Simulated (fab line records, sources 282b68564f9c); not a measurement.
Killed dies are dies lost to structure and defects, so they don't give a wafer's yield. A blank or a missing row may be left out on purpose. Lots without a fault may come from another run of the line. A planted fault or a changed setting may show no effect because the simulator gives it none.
Split-lot experiment | flow rit_cmos | 5 lots, 23 wafers read, on a route of 202 steps

THE SPLIT
At RIT_CONTACT_EXPOSE_05 (exposes mask M11, target cd 1000 nm), the setting dose_mj was moved away from the recipe's 250 on 8 of the 23 wafers read, by -6.0% to +5.9%. The other wafers ran this setting at the recipe's value.

FROM THE SPLIT TO THE READING: what the file shows between them, 6 steps
- RIT_CONTACT_PEB_06
- RIT_CONTACT_DEVELOP_07: develop time 120 s
- RIT_CONTACT_CD_MEAS_08: target cd 1000 nm
- RIT_CONTACT_HARDBAKE_10: time 60 s
- RIT_CONTACT_ETCH_11: etches SiO2 in CHF3/CF4/Ar, stops on TiSi2, target depth 480 nm, time 320 s
- RIT_CONTACT_STRIP_12: strips in O2, time 180 s

THE READING
cd_nm, in nm, at RIT_CONTACT_CD_MEAS_90 (target cd 1000 nm). Fault-free wafers of this fab line usually give 999.4 nm, standard deviation 2.3 nm.

wafer  | tool, chamber at the split | dose_mj as run | against the recipe | cd_nm, nm | against lot-mates on the recipe
L075.1 | iline_stepper-02, 0        | 235            | -6.0%              | 983.2     | -17.1
L075.2 | iline_stepper-02, 0        | 235            | -6.0%              | 981.2     | -19.1
L075.3 | iline_stepper-02, 0        | 235            | -6.0%              | 982.0     | -18.3
L075.4 | iline_stepper-02, 0        | 250            | recipe             | 999.8     | -
L075.6 | iline_stepper-02, 0        | 250            | recipe             | 1000.8    | -
L074.2 | iline_stepper-02, 0        | 264.8          | +5.9%              | 1015.9    | +14.4
L074.3 | iline_stepper-02, 0        | 264.8          | +5.9%              | 1017.7    | +16.2
L074.4 | iline_stepper-02, 0        | 250            | recipe             | 1001.3    | -
L074.5 | iline_stepper-02, 0        | 264.8          | +5.9%              | 1015.9    | +14.4
L074.6 | iline_stepper-02, 0        | 250            | recipe             | 1001.6    | -
L076.3 | iline_stepper-02, 0        | 250            | recipe             | 1004.0    | -
L076.4 | iline_stepper-02, 0        | 250            | recipe             | 1006.6    | -
L076.5 | iline_stepper-02, 0        | 250            | recipe             | 1005.3    | -
L080.1 | iline_stepper-01, 0        | 250            | recipe             | 996.2     | -
L080.2 | iline_stepper-01, 0        | 242            | -3.2%              | 985.6     | -11.3
L080.4 | iline_stepper-01, 0        | 250            | recipe             | 997.2     | -
L080.5 | iline_stepper-01, 0        | 242            | -3.2%              | 987.9     | -9.0
L080.6 | iline_stepper-01, 0        | 250            | recipe             | 997.4     | -
L084.2 | iline_stepper-01, 0        | 250            | recipe             | 999.0     | -
L084.3 | iline_stepper-01, 0        | 250            | recipe             | 999.8     | -
L084.4 | iline_stepper-01, 0        | 250            | recipe             | 995.7     | -
L084.5 | iline_stepper-01, 0        | 250            | recipe             | 995.7     | -
L084.6 | iline_stepper-01, 0        | 250            | recipe             | 996.4     | -

THE FIT
A straight line over all 23 wafers: cd_nm changes by +2.98 nm for each +1% of dose_mj; r = +0.95; the points scatter about the line by 3.1 nm.
The same after taking each lot's own level away (the mean of its wafers on the recipe; 23 wafers): +2.81 nm for each +1%; r = +0.99; scatter 1.3 nm.
On that fit, the largest move of dose_mj shifts the reading by 17 nm.
The lots' own levels span 996.93 to 1005.30 nm, that is 3.6 times the standard deviation above.
So the lot-to-lot level changes the slope little: the two slopes agree.
Check: with one of the wafers moved furthest among these (-6.0%) left out of the fit, the line predicts -17.4 nm for it against its lot-mates. It came out at -17.1 nm against them.

OTHER SPLITS ON THESE WAFERS
These wafers also went through other splits before the reading. Each is held against what the fit with the lots' levels taken away leaves over:
other split on the same wafers   | wafers away from the commonest value | r with cd_nm (lot level and that fit taken away)
RIT_NLDD_COAT_01 spin_rpm        | 11                                   | -0.15
RIT_NLDD_IMPLANT_08 dose_cm2     | 8                                    | -0.01
RIT_SPACER_CVD_03 pressure_mtorr | 15                                   | +0.06
RIT_PSD_IMPLANT_08 energy_kev    | 7                                    | +0.16
RIT_SDANNEAL_CLEAN_01 time_s     | 18                                   | -0.05
RIT_SILICIDE_SPUTTER_01 time_s   | 9                                    | -0.13

THE WHOLE CHAIN: every reading that the file lists as answering this split, in the file's order
step                   | what it does                                                                | reading                                                        | change (the file's fit)              | r (the file's)
RIT_CONTACT_CD_MEAS_08 | target cd 1000 nm                                                           | cd_nm                                                          | +2.88 nm for each +1% of the setting | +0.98
RIT_CONTACT_ETCH_11    | etches SiO2 in CHF3/CF4/Ar, stops on TiSi2, target depth 480 nm, time 320 s | CONTACT.cd_nm (the simulator's own value, which no gauge read) | +2.85 nm for each +1% of the setting | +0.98
RIT_CONTACT_CD_MEAS_90 | target cd 1000 nm                                                           | cd_nm                                                          | +2.84 nm for each +1% of the setting | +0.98

THE FILE'S OWN FIT
cd_nm changes by +2.84 nm for each +1% of dose_mj, r = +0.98.
